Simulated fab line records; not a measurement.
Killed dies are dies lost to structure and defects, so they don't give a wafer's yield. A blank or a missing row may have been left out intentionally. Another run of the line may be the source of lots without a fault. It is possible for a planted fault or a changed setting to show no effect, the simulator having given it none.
A single fault, viewed from 2 desks -- flow ritCmos -- what lay behind the numbers comes last; until then each desk has only its own

## AT THE METROLOGY DESK
Lot by lot, what the gauges showed, no matter which tool ran the lot: averages of those sampled wafers that carry a number. Marked OUT: a lot whose mean sits more than 4 standard deviations from the usual mean, which makes it out of limits; the brackets give that distance.
Columns: A = NWELL_RS at RIT_WELLDRIVE_RS_MEAS_01, usual 275.5 ohm/sq; B = PWELL_RS at RIT_WELLDRIVE_RS_MEAS_02, usual 426.3 ohm/sq
lot,first seen here,A,B
L382,day 2 11:34,275.3,425.3
L383,day 2 16:09,276.2,426.5
L384,day 2 21:08,275.6,425.5
L385,day 3 02:14,275.8,426.8
L386,day 3 06:04,275.8,428.0
L387,day 3 13:25,275.6,425.5
L388,day 3 20:23,276.3,427.9
L396,day 5 10:23,301.0 (+40) OUT,453.2 (+22) OUT
L397,day 5 15:26,301.2 (+41) OUT,453.6 (+23) OUT
L398,day 5 18:47,275.2,427.3
L400,day 6 06:44,276.3,425.5
L401,day 6 13:04,275.4,426.6
L403,day 6 19:14,275.5,427.1
L404,day 7 02:38,275.5,424.0
This desk's result: L396, L397 out of limits, first on L396 (NWELL_RS at RIT_WELLDRIVE_RS_MEAS_01), day 5 10:23. L382, L383, L384, L385, L386, L387, L388, L398, L400, L401, L403, L404 stayed within limits.

## DESK OF THE TOOL OWNER: furnace-01
The tool's own readings at RIT_WELLDRIVE_ANNEAL_00 (time 14700 s): means of the sampled wafers that have a number, for each lot that ran on this tool. Marked OUT: a lot whose mean sits more than 4 standard deviations from the usual mean, which makes it out of limits; the brackets give that distance.
Columns: A = runLengthS at RIT_WELLDRIVE_ANNEAL_00, usual 18273 s; B = spikeTcCentreC at RIT_WELLDRIVE_ANNEAL_00, usual 1103.5 C; C = spikeTcSourceC at RIT_WELLDRIVE_ANNEAL_00, usual 1127.6 C
lot,first seen here,A,B,C
L383,day 2 11:03,18280,1102.6,1127.9
L386,day 3 00:58,18282,1103.4,1128.1
L388,day 3 15:19,18275,1103.1,1128.4
L396,day 5 05:16,12402 (-99 or more) OUT,1102.3,1128.6
L397,day 5 10:21,12407 (-99 or more) OUT,1102.9,1128.9
This desk finds L396, L397 out of limits, L396 being first, at day 5 05:16 (runLengthS at RIT_WELLDRIVE_ANNEAL_00). L383, L386, L388 stayed within limits.

## TAKEN TOGETHER
On L396, L397, at day 5 05:16, an alarm was possible from the tool owner's desk.
L396, L397 would have let the metrology desk raise an alarm at day 5 10:23.
Every lot named ran RIT_WELLDRIVE_ANNEAL_00 on furnace-01.

## WHAT HAD BEEN PUT IN BY THE SIMULATOR
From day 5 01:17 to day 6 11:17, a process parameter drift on furnace-01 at RIT_WELLDRIVE_ANNEAL_00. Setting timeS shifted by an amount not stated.
Shown lots that were struck: L396, L397.
Delay (hours) between the fault's onset and each desk's first out-of-limits reading: 4 at the tool owner's desk, 9 at the metrology desk.
